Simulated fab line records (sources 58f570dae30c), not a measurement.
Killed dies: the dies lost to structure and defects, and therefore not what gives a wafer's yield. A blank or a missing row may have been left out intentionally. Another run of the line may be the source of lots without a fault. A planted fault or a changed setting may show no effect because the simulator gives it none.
Which tool is to blame? | flow berkeley-cmos170 | 7 lots, 21 wafers sampled, at 2 steps of a route of 331

== WHAT THE GAUGES READ, wafer by wafer ==
UCB170_V2_OVL_MEAS_13.
lot  | measured     | on         | V2_OVL (nm)
L419 | day 9 17:28  | overlay-02 | -3 -2 -7
L420 | day 9 19:31  | overlay-01 | 5 9 6
L423 | day 10 06:53 | overlay-02 | -1 7 8
L426 | day 11 02:07 | overlay-02 | 0 -7 1
L428 | day 11 17:40 | overlay-01 | 6 4 10
L429 | day 11 19:44 | overlay-01 | -8 -2 -2
L437 | day 13 22:38 | overlay-02 | 11 -3 2

== WHAT TOOL EACH LOT RAN ON (gives the tool, then ch and the chambers of the sampled wafers, and finally the start) ==
lot  | UCB170_PWELL_STRIP_16
L419 | plasma-asher-04 ch 0,1, day 3 22:38
L420 | plasma-asher-04 ch 1, day 4 04:07
L423 | plasma-asher-02 ch 0,1, day 4 15:37
L426 | plasma-asher-04 ch 0,1, day 5 18:16
L428 | plasma-asher-02 ch 0,1, day 5 22:39
L429 | plasma-asher-04 ch 0,1, day 6 07:22
L437 | plasma-asher-02 ch 0,1, day 7 18:23
- UCB170_PWELL_STRIP_16: strips in O2.

== THE ANSWER, worked out from the rows above alone ==
Rule: the usual values come from the lots themselves. Put in order of their means at a reading, lots are off if they are a third of the lots or fewer, leave a main group of 4 or more, and stand apart from it by a gap of 3 or more times the standard deviation of the main group's means; of several such gaps the widest counts. If all means in a main group match to the digits the tables above print for the reading, that group is not used. A lot without any number at a reading at which 4 lots or more have one is off too. Any other lot the step has rows for is counted as sound.
No lot is off at any reading shown: from this, nothing can be told.

== WHAT HAD BEEN PUT IN BY THE SIMULATOR ==
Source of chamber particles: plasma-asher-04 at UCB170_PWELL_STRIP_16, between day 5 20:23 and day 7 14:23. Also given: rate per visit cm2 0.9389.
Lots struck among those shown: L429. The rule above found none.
